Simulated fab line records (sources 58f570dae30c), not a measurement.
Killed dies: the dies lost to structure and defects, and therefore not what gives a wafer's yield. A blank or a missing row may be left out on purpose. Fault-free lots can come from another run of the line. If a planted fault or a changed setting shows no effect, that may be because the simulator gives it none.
Which tool was responsible? :: flow berkeley cmos170 :: 15 lots, 45 wafers sampled, at 5 steps of a route of 331

== WHAT THE GAUGES READ, wafer by wafer ==
UCB170_START_THK_MEAS_03. Usual: START_OXIDE_THK gives 20.1 nm (standard deviation 0.37).
lot: L687
measured: day 1 17:31
on: film metro-01
START_OXIDE_THK (nm): 20.2 20.4 20.4
flag: 

lot: L688
measured: day 1 17:31
on: film metro-02
START_OXIDE_THK (nm): 20.3 20.1 20.1
flag: 

lot: L689
measured: day 1 23:45
on: film metro-02
START_OXIDE_THK (nm): 20.2 20.2 20.1
flag: 

lot: L690
measured: day 2 09:24
on: film metro-04
START_OXIDE_THK (nm): 32.1 32.1 32.2
flag: OFF

lot: L692
measured: day 2 22:43
on: film metro-01
START_OXIDE_THK (nm): 31.4 31.1 30.9
flag: OFF

lot: L694
measured: day 3 02:55
on: film metro-04
START_OXIDE_THK (nm): 30.7 30.4 31.3
flag: OFF

lot: L702
measured: day 4 16:43
on: film metro-01
START_OXIDE_THK (nm): 20.2 20.2 20.5
flag: 

lot: L703
measured: day 4 23:10
on: film metro-01
START_OXIDE_THK (nm): 19.3 19.4 19.4
flag: 

lot: L704
measured: day 5 02:55
on: film metro-01
START_OXIDE_THK (nm): 19.9 20.1 19.8
flag: 

lot: L705
measured: day 5 09:20
on: film metro-01
START_OXIDE_THK (nm): 20.0 20.1 19.8
flag: 

lot: L706
measured: day 5 13:47
on: film metro-01
START_OXIDE_THK (nm): 19.4 19.5 19.2
flag: 

lot: L707
measured: day 5 19:12
on: film metro-02
START_OXIDE_THK (nm): 20.7 20.4 20.4
flag: 

lot: L708
measured: day 5 23:42
on: film metro-02
START_OXIDE_THK (nm): 20.2 20.1 20.5
flag: 

lot: L709
measured: day 6 05:52
on: film metro-01
START_OXIDE_THK (nm): 20.3 20.4 20.4
flag: 

lot: L710
measured: day 6 11:22
on: film metro-04
START_OXIDE_THK (nm): 20.3 20.3 20.4
flag: 

UCB170_SILICIDE_RS_MEAS_02: the measuring method here is four-point-probe. Usual: SILICIDE_TI_RS gives 26.3 ohm/sq (standard deviation 0.42).
lot: L687
measured: day 7 12:51
on: film metro-04
SILICIDE_TI_RS (ohm/sq): 26.3 26.7 26.3
flag: 

lot: L688
measured: day 7 16:16
on: film metro-01
SILICIDE_TI_RS (ohm/sq): 27.1 26.4 26.9
flag: 

lot: L689
measured: day 8 06:10
on: film metro-04
SILICIDE_TI_RS (ohm/sq): 26.0 25.7 25.9
flag: 

lot: L690
measured: day 8 15:47
on: film metro-03
SILICIDE_TI_RS (ohm/sq): 25.9 26.2 25.7
flag: 

lot: L692
measured: day 8 22:48
on: film metro-03
SILICIDE_TI_RS (ohm/sq): 26.5 26.8 26.2
flag: 

lot: L694
measured: day 8 23:06
on: film metro-01
SILICIDE_TI_RS (ohm/sq): 26.2 26.0 26.3
flag: 

lot: L702
measured: day 11 11:53
on: film metro-03
SILICIDE_TI_RS (ohm/sq): 26.5 26.6 26.2
flag: 

lot: L703
measured: day 11 11:42
on: film metro-04
SILICIDE_TI_RS (ohm/sq): 25.9 25.7 26.5
flag: 

lot: L704
measured: day 11 12:18
on: film metro-04
SILICIDE_TI_RS (ohm/sq): 26.5 26.6 26.4
flag: 

lot: L705
measured: day 11 13:02
on: film metro-04
SILICIDE_TI_RS (ohm/sq): 26.5 25.9 26.5
flag: 

lot: L706
measured: day 12 06:22
on: film metro-04
SILICIDE_TI_RS (ohm/sq): 26.4 27.0 26.3
flag: 

lot: L707
measured: day 12 13:16
on: film metro-03
SILICIDE_TI_RS (ohm/sq): 26.9 27.2 27.0
flag: 

lot: L708
measured: day 13 02:40
on: film metro-03
SILICIDE_TI_RS (ohm/sq): 26.2 26.2 25.5
flag: 

lot: L709
measured: day 13 01:55
on: film metro-01
SILICIDE_TI_RS (ohm/sq): 26.6 25.8 26.1
flag: 

lot: L710
measured: day 13 02:14
on: film metro-04
SILICIDE_TI_RS (ohm/sq): 26.6 26.3 26.4
flag: 

UCB170_CONTACT_THK_MEAS_02. Usual: CONTACT_PSG_THK gives 701 nm (standard deviation 6.8).
lot: L687
measured: day 7 15:06
on: film metro-02
CONTACT_PSG_THK (nm): 709 704 703
flag: 

lot: L688
measured: day 7 19:18
on: film metro-02
CONTACT_PSG_THK (nm): 693 694 685
flag: 

lot: L689
measured: day 8 09:11
on: film metro-02
CONTACT_PSG_THK (nm): 697 697 696
flag: 

lot: L690
measured: day 8 22:06
on: film metro-03
CONTACT_PSG_THK (nm): 697 693 688
flag: 

lot: L692
measured: day 9 01:56
on: film metro-02
CONTACT_PSG_THK (nm): 697 693 697
flag: 

lot: L694
measured: day 9 03:26
on: film metro-03
CONTACT_PSG_THK (nm): 706 706 702
flag: 

lot: L702
measured: day 11 15:13
on: film metro-03
CONTACT_PSG_THK (nm): 697 696 694
flag: 

lot: L703
measured: day 11 13:56
on: film metro-02
CONTACT_PSG_THK (nm): 701 705 704
flag: 

lot: L704
measured: day 11 15:13
on: film metro-02
CONTACT_PSG_THK (nm): 700 696 691
flag: 

lot: L705
measured: day 11 15:43
on: film metro-03
CONTACT_PSG_THK (nm): 708 701 706
flag: 

lot: L706
measured: day 12 09:30
on: film metro-04
CONTACT_PSG_THK (nm): 702 704 702
flag: 

lot: L707
measured: day 12 15:30
on: film metro-04
CONTACT_PSG_THK (nm): 711 710 716
flag: 

lot: L708
measured: day 13 06:16
on: film metro-03
CONTACT_PSG_THK (nm): 703 702 700
flag: 

lot: L709
measured: day 13 06:12
on: film metro-03
CONTACT_PSG_THK (nm): 693 701 695
flag: 

lot: L710
measured: day 13 06:11
on: film metro-02
CONTACT_PSG_THK (nm): 698 696 698
flag: 

== TOOL THAT RAN EACH LOT (tool first, then ch and the chambers of the sampled wafers, then the start) ==
lot: L687
UCB170_START_OXIDATION_02: furnace-04 ch 0, day 1 16:01
UCB170_PVT_STRIP_08: plasma asher-04 ch 0,1, day 6 01:06

lot: L688
UCB170_START_OXIDATION_02: furnace-04 ch 0, day 1 16:01
UCB170_PVT_STRIP_08: plasma asher-04 ch 0,1, day 6 01:57

lot: L689
UCB170_START_OXIDATION_02: furnace-01 ch 0, day 1 22:14
UCB170_PVT_STRIP_08: plasma asher-04 ch 0,1, day 6 18:09

lot: L690
UCB170_START_OXIDATION_02: furnace-02 ch 0, day 2 04:44 and furnace-04 ch 0, day 2 07:53
UCB170_PVT_STRIP_08: plasma asher-01 ch 0,1, day 7 02:37

lot: L692
UCB170_START_OXIDATION_02: furnace-04 ch 0, day 2 15:28
UCB170_PVT_STRIP_08: plasma asher-01 ch 0,1, day 7 12:58

lot: L694
UCB170_START_OXIDATION_02: furnace-04 ch 0, day 2 22:38
UCB170_PVT_STRIP_08: plasma asher-03 ch 0,1, day 7 13:32

lot: L702
UCB170_START_OXIDATION_02: furnace-01 ch 0, day 4 15:13
UCB170_PVT_STRIP_08: plasma asher-04 ch 0,1, day 10 00:54

lot: L703
UCB170_START_OXIDATION_02: furnace-04 ch 0, day 4 21:39
UCB170_PVT_STRIP_08: plasma asher-04 ch 0,1, day 10 01:27

lot: L704
UCB170_START_OXIDATION_02: furnace-01 ch 0, day 5 01:25
UCB170_PVT_STRIP_08: plasma asher-03 ch 0,1, day 10 01:16

lot: L705
UCB170_START_OXIDATION_02: furnace-02 ch 0, day 5 07:50
UCB170_PVT_STRIP_08: plasma asher-03 ch 0,1, day 10 04:51

lot: L706
UCB170_START_OXIDATION_02: furnace-04 ch 0, day 5 12:17
UCB170_PVT_STRIP_08: plasma asher-04 ch 0,1, day 11 02:37

lot: L707
UCB170_START_OXIDATION_02: furnace-01 ch 0, day 5 17:41
UCB170_PVT_STRIP_08: plasma asher-04 ch 0,1, day 11 06:39

lot: L708
UCB170_START_OXIDATION_02: furnace-01 ch 0, day 5 22:11
UCB170_PVT_STRIP_08: plasma asher-03 ch 0,1, day 11 14:59

lot: L709
UCB170_START_OXIDATION_02: furnace-01 ch 0, day 6 04:22
UCB170_PVT_STRIP_08: plasma asher-04 ch 0,1, day 11 14:44

lot: L710
UCB170_START_OXIDATION_02: furnace-01 ch 0, day 6 09:52
UCB170_PVT_STRIP_08: plasma asher-03 ch 0, day 11 14:26
- UCB170_START_OXIDATION_02: target thk 20 nm, ox time 1800 s.
- UCB170_PVT_STRIP_08: strips in O2.

== WHAT THE TOOLS THEMSELVES READ (means of the sampled wafers that have a number; where no wafer has one, the mark that the record gives instead) ==
UCB170_START_OXIDATION_02. Usual: zone power centre pct 45 %, standard deviation 3.9; zone power source pct 30.4 %, standard deviation 0.76.
lot: L687
tool: furnace-04
zone power centre pct (%): 43
zone power source pct (%): 30.0
flag: 

lot: L688
tool: furnace-04
zone power centre pct (%): 43
zone power source pct (%): 30.0
flag: 

lot: L689
tool: furnace-01
zone power centre pct (%): 50
zone power source pct (%): 30.2
flag: 

lot: L690
tool: furnace-02/furnace-04
zone power centre pct (%): 42
zone power source pct (%): 30.8
flag: 

lot: L692
tool: furnace-04
zone power centre pct (%): 43
zone power source pct (%): 30.2
flag: 

lot: L694
tool: furnace-04
zone power centre pct (%): 43
zone power source pct (%): 30.1
flag: 

lot: L702
tool: furnace-01
zone power centre pct (%): 50
zone power source pct (%): 30.0
flag: 

lot: L703
tool: furnace-04
zone power centre pct (%): 43
zone power source pct (%): 30.1
flag: 

lot: L704
tool: furnace-01
zone power centre pct (%): 50
zone power source pct (%): 30.2
flag: 

lot: L705
tool: furnace-02
zone power centre pct (%): 40
zone power source pct (%): 31.8
flag: 

lot: L706
tool: furnace-04
zone power centre pct (%): 44
zone power source pct (%): 29.9
flag: 

lot: L707
tool: furnace-01
zone power centre pct (%): 50
zone power source pct (%): 30.1
flag: 

lot: L708
tool: furnace-01
zone power centre pct (%): 50
zone power source pct (%): 30.1
flag: 

lot: L709
tool: furnace-01
zone power centre pct (%): 50
zone power source pct (%): 30.0
flag: 

lot: L710
tool: furnace-01
zone power centre pct (%): 50
zone power source pct (%): 30.1
flag: 

UCB170_PVT_STRIP_08. Usual: drypump motor current A 5.7 A, standard deviation 0.73; o2 flow sccm 400.0 sccm, standard deviation 1.2; oes product au 0.734 a.u., standard deviation 0.004; strip time to endpoint s 21.66 s, standard deviation 0.065.
lot: L687
tool: plasma asher-04
drypump motor current A (A): 5.5
o2 flow sccm (sccm): 399.7
oes product au (a.u.): 0.735
strip time to endpoint s (s): 21.67
flag: 

lot: L688
tool: plasma asher-04
drypump motor current A (A): 6.0
o2 flow sccm (sccm): 400.7
oes product au (a.u.): 0.734
strip time to endpoint s (s): 21.58
flag: 

lot: L689
tool: plasma asher-04
drypump motor current A (A): 6.1
o2 flow sccm (sccm): 401.2
oes product au (a.u.): 0.735
strip time to endpoint s (s): 21.73
flag: 

lot: L690
tool: plasma asher-01
drypump motor current A (A): 5.9
o2 flow sccm (sccm): 400.0
oes product au (a.u.): 0.734
strip time to endpoint s (s): 21.68
flag: 

lot: L692
tool: plasma asher-01
drypump motor current A (A): 5.9
o2 flow sccm (sccm): 399.3
oes product au (a.u.): 0.735
strip time to endpoint s (s): 21.74
flag: 

lot: L694
tool: plasma asher-03
drypump motor current A (A): 5.3
o2 flow sccm (sccm): 399.0
oes product au (a.u.): 0.731
strip time to endpoint s (s): 21.72
flag: 

lot: L702
tool: plasma asher-04
drypump motor current A (A): 6.1
o2 flow sccm (sccm): 400.8
oes product au (a.u.): 0.734
strip time to endpoint s (s): 21.65
flag: 

lot: L703
tool: plasma asher-04
drypump motor current A (A): 5.5
o2 flow sccm (sccm): 400.5
oes product au (a.u.): 0.730
strip time to endpoint s (s): 21.66
flag: 

lot: L704
tool: plasma asher-03
drypump motor current A (A): 5.8
o2 flow sccm (sccm): 400.7
oes product au (a.u.): 0.733
strip time to endpoint s (s): 21.61
flag: 

lot: L705
tool: plasma asher-03
drypump motor current A (A): 5.3
o2 flow sccm (sccm): 399.0
oes product au (a.u.): 0.728
strip time to endpoint s (s): 21.58
flag: 

lot: L706
tool: plasma asher-04
drypump motor current A (A): 5.5
o2 flow sccm (sccm): 400.5
oes product au (a.u.): 0.738
strip time to endpoint s (s): 21.74
flag: 

lot: L707
tool: plasma asher-04
drypump motor current A (A): 6.1
o2 flow sccm (sccm): 400.4
oes product au (a.u.): 0.735
strip time to endpoint s (s): 21.68
flag: 

lot: L708
tool: plasma asher-03
drypump motor current A (A): 5.3
o2 flow sccm (sccm): 399.9
oes product au (a.u.): 0.735
strip time to endpoint s (s): 21.58
flag: 

lot: L709
tool: plasma asher-04
drypump motor current A (A): 5.5
o2 flow sccm (sccm): 399.6
oes product au (a.u.): 0.734
strip time to endpoint s (s): 21.63
flag: 

lot: L710
tool: plasma asher-03
drypump motor current A (A): 6.3
o2 flow sccm (sccm): 400.4
oes product au (a.u.): 0.734
strip time to endpoint s (s): 21.69
flag: 

== THE ANSWER, worked out from the rows above alone ==
Rule: a lot is off if the mean of its wafers that have a number lies more than 3 standard deviations from the usual mean. A lot without any number at a reading at which 4 lots or more have one is off too. The other lots that the step has rows for count as sound. After the gauges, taken in route order, come the tools' own readings; for these a lot's mean is taken, as printed above. At the first step where some lot is off, the reading lying furthest off is the one used; lots without a number count as furthest.
Off: L690, L692, L694, at UCB170_START_THK_MEAS_03 (START_OXIDE_THK).
If a tool, at a process step before that reading, ran all the lots that are off and no sound lot after the first of them, it fits. The gauges at UCB170_START_THK_MEAS_03 are tried like those tools. Of those tried, none fits.

== WHAT HAD BEEN PUT IN BY THE SIMULATOR ==
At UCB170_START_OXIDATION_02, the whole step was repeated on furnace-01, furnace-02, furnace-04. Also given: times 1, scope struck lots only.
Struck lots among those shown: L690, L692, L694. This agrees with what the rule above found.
